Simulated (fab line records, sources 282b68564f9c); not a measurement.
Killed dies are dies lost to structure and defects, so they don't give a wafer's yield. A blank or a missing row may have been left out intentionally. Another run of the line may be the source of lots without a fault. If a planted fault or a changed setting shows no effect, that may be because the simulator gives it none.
A lot that was struck, set against a sound lot || flow rit cmos || 15 out of 202 route steps
Sound: these wafers, L755.3, L755.4, L755.6. Struck: wafers L751.2, L751.3, L751.6. The cause is given at the end.
Order at every step that has rows: each side's tool, ch and its chambers, its first start. Under that, the readings that differ: sound wafers || struck wafers || difference of the means || sigmas: that difference in standard deviations of wafers without a fault.
alike: readings with means less than 2 such deviations apart, plus words and numbers identical on both sides. not compared: withheld readings, readings lacking a value on some wafer, bounds such as >300 that could conceal the same value, and numbers that have no deviation in the record and whose values overlap.
The two part at a step that has a row with sigmas, a row that says differs or no value, or rows on one side only. When numbers do not overlap yet have no deviation, they are printed without sigmas and do not part them. Lack of a reading on every wafer of one side parts them only where that side has two or more wafers.

RIT_M1_RS_MEAS_01: the measuring method here is four-point-probe.
  struck on film metro-02, day 5 09:20; sound on film metro-01, day 6 09:10
  alike: M1_AL_RS
RIT_M1_THK_MEAS_02: measures by xrf.
  struck on film metro-02, day 5 09:27; sound on film metro-01, day 6 09:16
  alike: M1_AL_THK
then, 6 steps without rows for these wafers: RIT_M1_HMDS_03 (prime time 60 s); RIT_M1_COAT_04 (resist thk 1300 nm); RIT_M1_SOFTBAKE_05 (time 60 s); RIT_M1_EXPOSE_06 (exposes mask M12, target cd 2600 nm); RIT_M1_PEB_07; RIT_M1_DEVELOP_08 (develop time 68 s).
RIT_M1_CD_MEAS_09 targets a cd of 2600 nm.
  struck on cd sem-01, day 5 10:31; sound on cd sem-01, day 6 10:13
  alike: cd nm
RIT_M1_OVL_MEAS_10:
  struck on overlay-01, day 5 10:38; sound on overlay-02, day 6 10:19
  alike: M1_OVL
then, 1 step without rows for these wafers: RIT_M1_HARDBAKE_11 (time 120 s).
RIT_M1_METAL_ETCH_12: etches Al in Cl2/BCl3, stops on SiO2, time 165 s, target depth 600 nm.
  sound on rie metal-01 ch 0,1, day 6 10:38; struck on rie metal-02 ch 0, day 5 10:55
  alike: drypump motor current A, oes product au, throttle valve pct
  not compared: rf hours counter h
RIT_M1_STRIP_13: strips in nmp, time 600 s.
  sound on wet bench-02 ch 3, day 6 10:45; struck on wet bench-02 ch 0, day 5 11:04
  no value came back on the struck wafers for bath guard temp C (C), bath heat duty pct (%); on the sound wafers bath guard temp C (C) reads 80.7 80.2 80.5
{"reading": "model.NOVOLAK_of_M1_COAT_04.thk nm (nm)", "sound": "0 0 0", "struck": "797 799.9 800.6", "difference": "+799", "sigmas": ""}
RIT_M1_STRIP_14: strips in O2, time 180 s.
  sound on plasma asher-04 ch 0,1, day 6 10:59; struck on plasma asher-03 ch 0,1, day 5 11:15
{"reading": "drypump motor current A (A)", "sound": "5.0 5.1 4.9", "struck": "6.2 5.7 6.1", "difference": "+1.0", "sigmas": "+3"}
  alike: chamber pressure mTorr
  not compared: rf hours counter h
RIT_M1_PROBE_99:
  struck on prober-01, day 5 14:04; sound on prober-01, day 6 15:37
{"reading": "killed short", "sound": "7 4 11", "struck": "5 0 0", "difference": -6, "sigmas": -3}
  alike: defect limited yield, killed at contacts, killed at front end, killed dies, killed open, sort_bin_3_pad_short, sort_bin_5_function, sort_bin_6_memory, sort n pass, sort yield pct

== WHERE THEY PART ==
At RIT_M1_STRIP_13 first; at RIT_M1_PROBE_99 last (within this record only).

WHY: what the simulator had put in
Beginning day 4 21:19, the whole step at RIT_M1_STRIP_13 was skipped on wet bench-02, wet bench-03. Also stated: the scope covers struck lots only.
